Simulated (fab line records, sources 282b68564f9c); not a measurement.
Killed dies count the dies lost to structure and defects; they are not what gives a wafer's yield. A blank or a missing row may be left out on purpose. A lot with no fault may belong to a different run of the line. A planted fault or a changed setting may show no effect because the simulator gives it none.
Which tool was responsible?	flow rit cmos	Sampling: 14 lots, 42 wafers, 2 of 202 route steps

== WHAT THE GAUGES READ, wafer by wafer ==
RIT_GATE_THK_MEAS_07.
lot	measured	on	GATE_OXIDE_THK (nm)
L734	day 2 19:13	film metro-03	3.01 3.01 2.98
L735	day 2 20:31	film metro-03	3.04 3.04 3.02
L737	day 3 04:37	film metro-04	5.20 5.03 5.13
L738	day 3 09:22	film metro-03	5.27 5.15 5.19
L746	day 4 22:01	film metro-04	3.02 3.09 3.06
L748	day 5 07:09	film metro-04	2.92 3.03 2.90
L750	day 5 17:38	film metro-04	2.99 3.01 2.92
L751	day 5 22:24	film metro-03	3.01 2.97 3.04
L752	day 6 03:20	film metro-03	2.95 3.00 3.10
L753	day 6 08:24	film metro-04	3.01 3.10 3.02
L754	day 6 13:35	film metro-03	3.05 3.01 3.02
L755	day 6 18:38	film metro-04	2.94 2.96 2.93
L756	day 6 23:38	film metro-03	3.02 2.94 2.97
L757	day 7 04:47	film metro-04	3.19 3.20 3.16

== WHICH TOOL RAN EACH LOT (tool, then ch and the chambers of the sampled wafers, then the start) ==
lot	RIT_GATE_OXIDATION_05
L734	furnace-01 ch 0, day 2 17:52
L735	furnace-01 ch 0, day 2 19:12
L737	furnace-01 ch 0, day 3 01:22 and furnace-02 ch 0, day 3 02:46
L738	furnace-02 ch 0, day 3 05:34 and furnace-01 ch 0, day 3 06:49
L746	furnace-01 ch 0, day 4 20:41
L748	furnace-02 ch 0, day 5 05:49
L750	furnace-04 ch 0, day 5 15:31
L751	furnace-01 ch 0, day 5 21:03
L752	furnace-01 ch 0, day 6 02:01
L753	furnace-04 ch 0, day 6 07:04
L754	furnace-04 ch 0, day 6 12:03
L755	furnace-01 ch 0, day 6 17:19
L756	furnace-04 ch 0, day 6 22:19
L757	furnace-04 ch 0, day 7 03:28
- RIT_GATE_OXIDATION_05: target thk 3 nm, ox time 270 s.

== WHAT THE TOOLS THEMSELVES READ (means of the sampled wafers that have a number; where no wafer has one, the mark that the record gives instead) ==
RIT_GATE_OXIDATION_05.
lot	tool	ox temp c max	spike tc load C (C)	zone power centre pct (%)
L734	furnace-01	905.1	926.6	43.6
L735	furnace-01	905.3	926.0	43.6
L737	furnace-01/furnace-02	905.0	927.0	44.7
L738	furnace-02/furnace-01	904.8	926.9	44.8
L746	furnace-01	904.6	926.1	43.2
L748	furnace-02	904.9	926.8	45.9
L750	furnace-04	904.3	928.9	39.9
L751	furnace-01	904.3	925.8	43.3
L752	furnace-01	905.5	925.7	43.4
L753	furnace-04	905.1	928.2	40.0
L754	furnace-04	904.4	927.7	39.8
L755	furnace-01	904.9	926.0	43.6
L756	furnace-04	904.6	928.8	40.3
L757	furnace-04	905.2	927.8	40.4

== THE ANSWER, worked out from the rows above alone ==
Rule: what is usual is taken from the lots themselves. The widest of any qualifying gaps counts: lots, ordered by their means at a reading, are off when they make up no more than a third of the lots, leave a main group of 4 or more, and stand apart from it by 3 or more times the standard deviation of that group's means. Not used: any main group whose means are identical at the precision the tables above print for the reading. Also off: a lot with no number at a reading for which 4 or more lots have one. Any other lot the step has rows for is counted as sound. The gauges are gone through in route order, then the tools' own readings, and for those a lot's mean is taken as printed above. The first step at which some lot is off is used, and at that step the reading that is off furthest; a lot without a number counts as furthest.
Off: at RIT_GATE_THK_MEAS_07 (GATE_OXIDE_THK), L737, L738. Main group: mean 3.02 nm, sd 0.061.
If a tool, at a process step before that reading, ran all the lots that are off and no sound lot after the first of them, it fits. Gauges at RIT_GATE_THK_MEAS_07: tried the same way as those tools. Of those tried, none fits.

== WHAT THE SIMULATOR HAD INSERTED ==
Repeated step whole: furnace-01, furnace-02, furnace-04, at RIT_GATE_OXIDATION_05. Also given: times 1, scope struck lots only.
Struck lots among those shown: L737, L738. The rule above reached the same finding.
